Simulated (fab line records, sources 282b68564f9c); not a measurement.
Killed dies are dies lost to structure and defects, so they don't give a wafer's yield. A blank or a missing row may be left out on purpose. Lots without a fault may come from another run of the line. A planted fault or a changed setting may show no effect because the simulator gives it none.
Tool commonality check | flow rit_cmos | 14 lots, 42 wafers sampled

WHY IT WAS OPENED
At RIT_REOX_THK_MEAS_04 the reading REOX_OXIDE_THK is flagged on 2 of 14 lots. Wafers without a fault read 25.1 nm, standard deviation 0.39.
Rule: a lot is flagged when every wafer of it that has a number lies more than 4 standard deviations from that mean, or none has a number. The other lots count as sound.

lot  | measured    | on            | REOX_OXIDE_THK (nm), wafer by wafer | flag
L674 | day 2 22:29 | film_metro-03 | 25.2 25.3 25.4                      |
L675 | day 3 04:16 | film_metro-02 | 25.1 25.3 25.8                      |
L676 | day 3 11:45 | film_metro-04 | 25.0 24.6 24.7                      |
L677 | day 3 16:06 | film_metro-04 | 25.0 24.7 25.0                      |
L679 | day 3 22:57 | film_metro-03 | 25.0 24.8 24.9                      |
L680 | day 4 03:13 | film_metro-04 | 24.6 25.3 25.4                      |
L681 | day 4 05:04 | film_metro-04 | 25.2 25.1 24.7                      |
L685 | day 5 00:44 | film_metro-04 | 12.7 12.4 12.0                      | FLAGGED
L686 | day 5 05:40 | film_metro-04 | 11.9 11.6 12.0                      | FLAGGED
L687 | day 5 11:10 | film_metro-04 | 25.5 25.5 25.4                      |
L690 | day 6 01:13 | film_metro-03 | 25.5 24.9 25.0                      |
L691 | day 6 06:39 | film_metro-02 | 24.6 24.9 24.6                      |
L694 | day 6 21:20 | film_metro-03 | 25.0 25.3 25.2                      |
L695 | day 7 00:33 | film_metro-04 | 24.8 25.0 24.8                      |
The numbers of the flagged lots are 12.1 nm on average: -13.0 nm against the usual, or -33 standard deviations.

WHICH TOOL RAN EACH LOT
The record holds 1 process step before the reading, out of a route of 202 steps. In each cell: the tool, then ch and the chambers that the sampled wafers went through, then the start.
lot  | flag    | RIT_REOX_OXIDATION_03
L674 |         | furnace-02 ch 0, day 2 19:56
L675 |         | furnace-04 ch 0, day 3 01:42
L676 |         | furnace-02 ch 0, day 3 09:12
L677 |         | furnace-02 ch 0, day 3 13:32
L679 |         | furnace-02 ch 0, day 3 20:23
L680 |         | furnace-02 ch 0, day 4 00:40
L681 |         | furnace-01 ch 0, day 4 02:31
L685 | FLAGGED | furnace-02 ch 0, day 4 22:10
L686 | FLAGGED | furnace-02 ch 0, day 5 03:06
L687 |         | furnace-04 ch 0, day 5 08:37
L690 |         | furnace-01 ch 0, day 5 22:40
L691 |         | furnace-01 ch 0, day 6 04:04
L694 |         | furnace-04 ch 0, day 6 18:47
L695 |         | furnace-01 ch 0, day 6 22:00
What these steps do:
- RIT_REOX_OXIDATION_03: target thk 25.2 nm, ox time 5580 s.
- RIT_REOX_THK_MEAS_04

FLAGGED OVER TOTAL, TOOL BY TOOL (the gauges that took the reading come last)
step                  | tool          | lots run | flagged | share of the flagged lots | sound lots run after its first flagged lot
RIT_REOX_OXIDATION_03 | furnace-01    | 4        | 0       | none                      | -
RIT_REOX_OXIDATION_03 | furnace-02    | 7        | 2       | all                       | 0
RIT_REOX_OXIDATION_03 | furnace-04    | 3        | 0       | none                      | -
RIT_REOX_THK_MEAS_04  | film_metro-02 | 2        | 0       | none                      | -
RIT_REOX_THK_MEAS_04  | film_metro-03 | 4        | 0       | none                      | -
RIT_REOX_THK_MEAS_04  | film_metro-04 | 8        | 2       | all                       | 2 (L687,L695)

WHAT THE TABLE ALLOWS
2 rows of the table ran every flagged lot: furnace-02 at RIT_REOX_OXIDATION_03, film_metro-04 at RIT_REOX_THK_MEAS_04.
- furnace-02 at RIT_REOX_OXIDATION_03: 2 of its 7 lots flagged. Its last sound lot is L680 (day 4 00:40), its first flagged lot L685 (day 4 22:10): a fault that began between those two fits. Its own readings lie more than 4 standard deviations out on every wafer of the flagged lots: spike_tc_centre_C, spike_tc_load_C, spike_tc_source_C, tube_center_temp_C, tube_center_temp_C_max.
- film_metro-04 at RIT_REOX_THK_MEAS_04: 2 of its 8 lots flagged. Sound lots ran on it after the first flagged one (L687, L695), which a lasting fault on the whole tool wouldn't allow.
One tool is left: furnace-02 at RIT_REOX_OXIDATION_03.

WHAT THE SIMULATOR HAD PUT IN
Process parameter drift: furnace-02, from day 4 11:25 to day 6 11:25, at RIT_REOX_OXIDATION_03. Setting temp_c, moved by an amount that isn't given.
Lots struck among those shown: L685, L686. The rule above found the same.
